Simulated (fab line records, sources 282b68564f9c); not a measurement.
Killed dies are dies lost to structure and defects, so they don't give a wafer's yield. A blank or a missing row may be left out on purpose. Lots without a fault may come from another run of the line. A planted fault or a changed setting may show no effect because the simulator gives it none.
Split-lot experiment | flow rit_cmos | 5 lots, 23 wafers read, on a route of 202 steps

THE SPLIT
At RIT_NWELL_IMPLANT_08, the setting dose_cm2 was moved away from the recipe's 5e+13 on 5 of the 23 wafers read, by -3.2% to +6.7%. The other wafers ran this setting at the recipe's value.

FROM THE SPLIT TO THE READING: what the file shows between them, 5 steps
- RIT_NWELL_STRIP_09: strips in O2, time 180 s
- RIT_NWELL_TW_MEAS_10
- RIT_PWELL_DEVELOP_05: develop time 68 s (also split here: dev_temp_c)
- RIT_PWELL_HARDBAKE_07: time 120 s
- RIT_WELLDRIVE_ANNEAL_00: time 14700 s

THE READING
NWELL_RS, in ohm/sq, at RIT_WELLDRIVE_RS_MEAS_01 (measures by four-point-probe). Fault-free wafers of this fab line usually give 275.6 ohm/sq, standard deviation 0.64 ohm/sq.

wafer  | tool, chamber at the split | dose_cm2 as run | against the recipe | NWELL_RS, ohm/sq | against lot-mates on the recipe
L077.1 | implanter-02, 0            | 5e+13           | recipe             | 276.6            | -
L077.2 | implanter-02, 0            | 5e+13           | recipe             | 275.6            | -
L077.4 | implanter-02, 0            | 5e+13           | recipe             | 276.3            | -
L077.5 | implanter-02, 0            | 5e+13           | recipe             | 276.2            | -
L077.6 | implanter-02, 0            | 5e+13           | recipe             | 276.5            | -
L078.1 | implanter-01, 0            | 5e+13           | recipe             | 274.5            | -
L078.2 | implanter-01, 0            | 5.333e+13       | +6.7%              | 265.0            | -10.3
L078.3 | implanter-01, 0            | 5e+13           | recipe             | 275.8            | -
L078.5 | implanter-01, 0            | 5e+13           | recipe             | 275.7            | -
L078.6 | implanter-01, 0            | 5.333e+13       | +6.7%              | 264.3            | -11.0
L079.1 | implanter-04, 0            | 4.84e+13        | -3.2%              | 282.3            | +6.1
L079.2 | implanter-04, 0            | 5e+13           | recipe             | 276.8            | -
L079.3 | implanter-04, 0            | 4.84e+13        | -3.2%              | 281.3            | +5.1
L079.4 | implanter-04, 0            | 5e+13           | recipe             | 275.7            | -
L079.6 | implanter-04, 0            | 4.84e+13        | -3.2%              | 280.8            | +4.6
L083.1 | implanter-01, 0            | 5e+13           | recipe             | 274.8            | -
L083.2 | implanter-01, 0            | 5e+13           | recipe             | 275.0            | -
L083.4 | implanter-01, 0            | 5e+13           | recipe             | 274.7            | -
L085.1 | implanter-01, 0            | 5e+13           | recipe             | 275.8            | -
L085.2 | implanter-01, 0            | 5e+13           | recipe             | 275.7            | -
L085.4 | implanter-01, 0            | 5e+13           | recipe             | 274.6            | -
L085.5 | implanter-01, 0            | 5e+13           | recipe             | 275.4            | -
L085.6 | implanter-01, 0            | 5e+13           | recipe             | 274.7            | -

THE FIT
A straight line over all 23 wafers: NWELL_RS changes by -1.69 ohm/sq for each +1% of dose_cm2; r = -0.98; the points scatter about the line by 0.73 ohm/sq.
The same after taking each lot's own level away (the mean of its wafers on the recipe; 23 wafers): -1.61 ohm/sq for each +1%; r = -0.99; scatter 0.49 ohm/sq.
On that fit, the largest move of dose_cm2 shifts the reading by 11 ohm/sq.
The lots' own levels span 274.83 to 276.25 ohm/sq, that is 2.2 times the standard deviation above.
So the lot-to-lot level changes the slope little: the two slopes agree.
Check: with one of the wafers moved furthest among these (+6.7%) left out of the fit, the line predicts -11 ohm/sq for it against its lot-mates. It came out at -10.3 ohm/sq against them.

OTHER SPLITS ON THESE WAFERS
These wafers also went through other splits before the reading. Each is held against what the fit with the lots' levels taken away leaves over:
other split on the same wafers  | wafers away from the commonest value | r with NWELL_RS (lot level and that fit taken away)
RIT_ACTIVE_CVD_03 temp_c        | 15                                   | -0.02
RIT_ACTIVE_COAT_06 spin_rpm     | 10                                   | -0.27
RIT_NWELL_COAT_01 spin_rpm      | 5                                    | +0.05
RIT_PWELL_DEVELOP_05 dev_temp_c | 8                                    | +0.28

THE WHOLE CHAIN: every reading that the file lists as answering this split, in the file's order
step                     | what it does                 | reading  | change (the file's fit)           | r (the file's)
RIT_NWELL_TW_MEAS_10     |                              | NWELL_TW | +5.77 for each +1% of the setting | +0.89
RIT_WELLDRIVE_RS_MEAS_01 | measures by four-point-probe | NWELL_RS | -1.61 for each +1% of the setting | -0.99

THE FILE'S OWN FIT
NWELL_RS changes by -1.61 ohm/sq for each +1% of dose_cm2, r = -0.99.
